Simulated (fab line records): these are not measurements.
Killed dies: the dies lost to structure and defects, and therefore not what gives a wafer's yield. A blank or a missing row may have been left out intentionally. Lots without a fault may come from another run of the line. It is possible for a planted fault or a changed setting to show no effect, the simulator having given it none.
fab line records ; flow rit_cmos
record: lots: 13; wafers: 39; last_day: 7
route steps=202 shown NSD@134 M1@202
lots with no fault: from the same line, run without faults
start_h: the number of hours between the record's first day and the start of the first shown wafer of the lot ; wait_h: hours since the lot's step before ; " unchanged from the row above ; L1.1+2: a single row standing in for several wafers ; - either no value or no given start ; * or withheld: withheld ; < > ~ a bound
route shown NAME@n: a module of which the file shows steps, and the number in the route of the first ; usual: mean and standard deviation over wafers with no fault ; same: alike in all rows ; chamber/n: place in a boat ; sites: each site's reading ; _std_site: standard deviation across them ; _edge_site: inner sites' mean taken away from outer sites' mean ; radius_mm: how far each site lies from the wafer's centre ; mask NAME#n: copy n ; behind: the tool/chamber that last shaped the wafer ; hold: what put the lot on hold/how long, in hours/how the hold closed ; device: whichever transistor did not switch (one of n, p or np) ; end of line: tests of these same wafers at the route's end ; a step given without rows: its recipe and nothing more ; killed: not the wafer's yield, but the dies lost to structure and defects at the first sort ; map: dies across one wafer; x = killed, . = not, _ = none there
set.NAME: setting as actually run; set.NAME@STEP: the setting as run at that earlier step ; model.NAME: the simulator's own value behind a step, which no gauge read
one table for each step of the route and one row for each wafer, over a sample of lots
services: when a tool's chamber went out of use (start_h, in hours from the record's first day, below 0 if earlier), for how many hours, and the reason
== steps ==
step: RIT_NSD_EXPOSE_03
recipe: mask_id: M9; na: 0.57; target_cd_nm: 40700; dose_mj: 250
lot.wafer;tool;chamber;start_h;wait_h;mask
L269.4+5+6;iline_stepper-01;0;47.28;0.2;M9#0
L271.2+4+5;iline_stepper-01;0;58.75;0.1;M9#0
L272.1+2+6;iline_stepper-01;0;63.68;0.1;M9#0
L273.2+3+6;iline_stepper-01;0;67.74;0.1;M9#0
L274.3+4+5;iline_stepper-01;0;72.58;0.1;M9#0
L275.2+3+5;iline_stepper-02;0;76.26;0.2;M9#0
L276.2+3+6;iline_stepper-02;0;81.38;0.1;M9#0
L279.1+4+5;iline_stepper-01;0;96.38;0.2;M9_R1#0
L288.3+5+6;iline_stepper-01;0;146.28;0.2;M9#0
L289.2+4+5;iline_stepper-01;0;150.91;0.1;M9#0
L290.1+4+6;iline_stepper-01;0;154.62;0.1;M9#0
L291.1+2+4;iline_stepper-02;0;156.23;0.2;M9#0
L292.4+5+6;iline_stepper-02;0;162.42;0.1;M9#0
step: RIT_M1_PROBE_99
usual: killed_at_contacts: 0.1/0.25; killed_at_front_end: 7.1/2.9; killed_dies: 7.2/2.9; killed_open: 3.6/1.9; killed_short: 3.5/1.9
same: gross_dies: 264; killed_at_M0_to_M3: 0; killed_at_M4_up: 0; killed_at_back_side: 0; killed_at_other: 0
lot.wafer;tool;chamber;start_h;wait_h;killed_at_contacts;killed_at_front_end;killed_dies;killed_open;killed_short
L269.4;prober-02;-;57.88;0.2;0;6;6;4;2
L269.5;prober-02;-;57.93;0.2;0;4;4;4;0
L269.6;prober-02;-;57.98;0.2;0;7;7;2;5
L271.2;prober-02;-;70.52;0.1;0;6;6;2;4
L271.4;prober-02;-;70.62;0.2;0;5;5;0;5
L271.5;prober-02;-;70.67;0.2;0;7;7;5;2
L272.1;prober-01;-;74.26;0.1;0;4;4;2;2
L272.2;prober-01;-;74.31;0.1;0;7;7;4;3
L272.6;prober-01;-;74.51;0.2;0;3;3;1;2
L273.2;prober-02;-;78.51;0.1;0;4;4;4;0
L273.3;prober-02;-;78.56;0.2;0;8;8;6;2
L273.6;prober-02;-;78.71;0.2;1;8;9;4;5
L274.3;prober-01;-;83.77;0.2;0;3;3;3;0
L274.4;prober-01;-;83.82;0.2;0;8;8;5;3
L274.5;prober-01;-;83.87;0.2;0;11;11;7;4
L275.2;prober-02;-;87.01;0.1;0;12;12;7;5
L275.3;prober-02;-;87.06;0.2;0;4;4;1;3
L275.5;prober-02;-;87.16;0.2;0;10;10;4;6
L276.2;prober-01;-;91.58;0.1;0;3;3;3;0
L276.3;prober-01;-;91.63;0.2;0;6;6;4;2
L276.6;prober-01;-;91.78;0.2;0;9;9;5;4
L279.1;prober-01;-;107.65;0.1;0;12;12;6;6
L279.4;prober-01;-;107.80;0.2;1;8;9;4;5
L279.5;prober-01;-;107.85;0.2;0;5;5;3;2
L288.3;prober-02;-;156.67;0.2;0;9;9;3;5
L288.5;prober-02;-;156.77;0.2;0;7;7;2;4
L288.6;prober-02;-;156.82;0.2;0;12;12;7;5
L289.2;prober-01;-;161.19;0.1;1;7;8;5;3
L289.4;prober-01;-;161.29;0.2;0;12;12;6;6
L289.5;prober-01;-;161.34;0.2;0;8;8;5;3
L290.1;prober-02;-;165.04;0.1;0;7;7;3;4
L290.4;prober-02;-;165.19;0.2;0;7;7;4;3
L290.6;prober-02;-;165.29;0.2;0;10;10;6;4
L291.1;prober-02;-;167.98;0.1;0;6;6;3;3
L291.2;prober-02;-;168.03;0.1;0;11;11;6;5
L291.4;prober-02;-;168.13;0.2;0;3;3;1;2
L292.4;prober-01;-;172.63;0.2;0;9;9;4;5
L292.5;prober-01;-;172.68;0.2;0;9;9;3;6
L292.6;prober-01;-;172.73;0.2;0;6;6;2;4
killed by level:class
L269.4 GATE:geometric_particle:short=2 REOX:geometric_particle:open=2 SPACER:geometric_particle:open=1 SILICIDE:geometric_particle:open=1
L269.5 GATE:geometric_particle:open=3 FOX2:geometric_particle:open=1
L269.6 SPACER:geometric_particle:short=3 GATE:geometric_particle:short=2 FOX2:geometric_particle:open=1 SPACER:geometric_particle:open=1
L271.2 GATE:geometric_particle:short=2 FOX1:geometric_particle:open=1 FOX2:geometric_particle:short=1 GATE:geometric_particle:open=1 SPACER:geometric_particle:short=1
L271.4 GATE:geometric_particle:short=2 REOX:geometric_particle:short=1 SPACER:geometric_particle:short=1 SILICIDE:geometric_particle:short=1
L271.5 FOX2:geometric_particle:open=2 GATE:geometric_particle:open=1 SPACER:geometric_particle:short=1 SPACER:geometric_particle:open=1 SILICIDE:geometric_particle:open=1 SILICIDE:geometric_particle:short=1
L272.1 FOX1:geometric_particle:open=2 FOX1:geometric_particle:short=1 FOX2:geometric_particle:short=1
L272.2 GATE:geometric_particle:open=4 FOX2:geometric_particle:short=1 GATE:geometric_particle:short=1 REOX:geometric_particle:short=1
L272.6 SILICIDE:geometric_particle:short=2 FOX2:geometric_particle:open=1
L273.2 FOX1:geometric_particle:open=2 GATE:geometric_particle:open=2
L273.3 REOX:geometric_particle:open=3 GATE:geometric_particle:open=2 FOX1:geometric_particle:open=1 FOX1:geometric_particle:short=1 GATE:geometric_particle:short=1
L273.6 GATE:geometric_particle:short=4 GATE:geometric_particle:open=2 FOX1:geometric_particle:short=1 SPACER:geometric_particle:open=1 CONTACT:geometric_particle:open=1
L274.3 FOX2:geometric_particle:open=2 REOX:geometric_particle:open=1
L274.4 GATE:geometric_particle:open=3 GATE:geometric_particle:short=2 REOX:geometric_particle:open=1 SILICIDE:geometric_particle:short=1 SILICIDE:geometric_particle:open=1
L274.5 GATE:geometric_particle:open=3 FOX1:geometric_particle:open=2 REOX:geometric_particle:short=2 SILICIDE:geometric_particle:open=2 FOX2:geometric_particle:short=1 SILICIDE:geometric_particle:short=1
L275.2 SILICIDE:geometric_particle:open=3 SPACER:geometric_particle:short=2 FOX1:geometric_particle:short=1 FOX1:geometric_particle:open=1 FOX2:geometric_particle:open=1 FOX2:geometric_particle:short=1 GATE:geometric_particle:open=1 GATE:geometric_particle:short=1
L275.3 FOX2:geometric_particle:short=2 FOX1:geometric_particle:short=1 FOX2:geometric_particle:open=1
L275.5 GATE:geometric_particle:short=2 GATE:geometric_particle:open=2 SILICIDE:geometric_particle:short=2 FOX2:geometric_particle:short=1 SPACER:geometric_particle:open=1 SPACER:geometric_particle:short=1 SILICIDE:geometric_particle:open=1
L276.2 SPACER:geometric_particle:open=2 REOX:geometric_particle:open=1
L276.3 FOX1:geometric_particle:short=1 GATE:geometric_particle:open=1 GATE:geometric_particle:short=1 REOX:geometric_particle:open=1 SPACER:geometric_particle:open=1 SILICIDE:geometric_particle:open=1
L276.6 GATE:geometric_particle:short=3 GATE:geometric_particle:open=2 FOX1:geometric_particle:open=1 REOX:geometric_particle:open=1 SPACER:geometric_particle:short=1 SILICIDE:geometric_particle:open=1
L279.1 GATE:geometric_particle:short=3 GATE:geometric_particle:open=3 REOX:geometric_particle:open=2 SILICIDE:geometric_particle:short=2 FOX2:geometric_particle:short=1 SPACER:geometric_particle:open=1
L279.4 SPACER:geometric_particle:short=3 GATE:geometric_particle:open=2 FOX2:geometric_particle:short=1 REOX:geometric_particle:open=1 SPACER:geometric_particle:open=1 CONTACT:geometric_particle:short=1
L279.5 FOX2:geometric_particle:short=2 FOX2:geometric_particle:open=1 GATE:geometric_particle:open=1 REOX:geometric_particle:open=1
L288.3 GATE:geometric_particle:short=4 GATE:geometric_particle:open=2 REOX:geometric_particle:open=1 SILICIDE:geometric_particle:short=1 PSD:coat_microbubble_printed=1
L288.5 SILICIDE:geometric_particle:short=3 GATE:geometric_particle:open=1 GATE:geometric_particle:short=1 REOX:geometric_particle:open=1 NSD:coat_microbubble_printed=1
L288.6 GATE:geometric_particle:open=6 GATE:geometric_particle:short=3 REOX:geometric_particle:short=1 REOX:geometric_particle:open=1 SILICIDE:geometric_particle:short=1
L289.2 GATE:geometric_particle:open=2 SPACER:geometric_particle:open=2 GATE:geometric_particle:short=1 REOX:geometric_particle:open=1 REOX:geometric_particle:short=1 CONTACT:geometric_particle:short=1
L289.4 GATE:geometric_particle:open=4 GATE:geometric_particle:short=3 FOX1:geometric_particle:open=1 REOX:geometric_particle:short=1 REOX:geometric_particle:open=1 SPACER:geometric_particle:short=1 SILICIDE:geometric_particle:short=1
L289.5 GATE:geometric_particle:open=2 SILICIDE:geometric_particle:open=2 FOX1:geometric_particle:short=1 FOX2:geometric_particle:open=1 GATE:geometric_particle:short=1 SILICIDE:geometric_particle:short=1
L290.1 GATE:geometric_particle:short=3 FOX1:geometric_particle:open=1 FOX1:geometric_particle:short=1 FOX2:geometric_particle:open=1 GATE:geometric_particle:open=1
L290.4 FOX1:geometric_particle:open=1 FOX1:geometric_particle:short=1 FOX2:geometric_particle:open=1 FOX2:geometric_particle:short=1 GATE:geometric_particle:short=1 GATE:geometric_particle:open=1 REOX:geometric_particle:open=1
L290.6 GATE:geometric_particle:open=3 GATE:geometric_particle:short=2 FOX1:geometric_particle:open=1 REOX:geometric_particle:open=1 SPACER:geometric_particle:open=1 SPACER:geometric_particle:short=1 SILICIDE:geometric_particle:short=1
L291.1 FOX2:geometric_particle:short=1 FOX2:geometric_particle:open=1 GATE:geometric_particle:short=1 REOX:geometric_particle:open=1 SPACER:geometric_particle:short=1 SPACER:geometric_particle:open=1
L291.2 GATE:geometric_particle:short=3 FOX1:geometric_particle:open=2 FOX2:geometric_particle:short=2 REOX:geometric_particle:open=2 FOX2:geometric_particle:open=1 SILICIDE:geometric_particle:open=1
L291.4 FOX1:geometric_particle:open=1 GATE:geometric_particle:short=1 SPACER:geometric_particle:short=1
L292.4 SILICIDE:geometric_particle:open=2 FOX2:geometric_particle:open=1 FOX2:geometric_particle:short=1 GATE:geometric_particle:open=1 GATE:geometric_particle:short=1 REOX:geometric_particle:short=1 SPACER:geometric_particle:short=1 SILICIDE:geometric_particle:short=1
L292.5 GATE:geometric_particle:open=2 GATE:geometric_particle:short=2 REOX:geometric_particle:short=2 ACTIVE:geometric_particle:open=1 FOX1:geometric_particle:short=1 SILICIDE:geometric_particle:short=1
L292.6 FOX1:geometric_particle:short=1 FOX2:geometric_particle:short=1 GATE:geometric_particle:short=1 GATE:geometric_particle:open=1 SPACER:geometric_particle:open=1 SILICIDE:geometric_particle:short=1
== services ==
tool;chamber;start_h;hours;kind
iline_stepper-02;-;63.14;1.7;pm
iline_stepper-01;-;72.65;4.4;pm
iline_stepper-02;-;123.64;2.7;repair
iline_stepper-02;-;145.81;4.9;repair
== key ==
first_sign: step: RIT_NSD_EXPOSE_03; reading: mask; direction: changed
effect none on later readings
met_at RIT_NSD_EXPOSE_03
struck_lots L279
tester_left_out L279
onset_between 72.58 96.38
fault: kind: wrong_mask; tool: any; chamber: -; onset_h: 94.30; steps: RIT_NSD_EXPOSE_03; aux_copy: M9_R1#0; cd_offset_nm: -220; scope: struck_lots_only
tester_left_out: of these lots the tester's yield and bins aren't shown, on N5 and GAA mostly nor the transistor test; their killed dies are dies lost to structure and defects alone, not to doping, threshold or leakage, so they don't give the yield
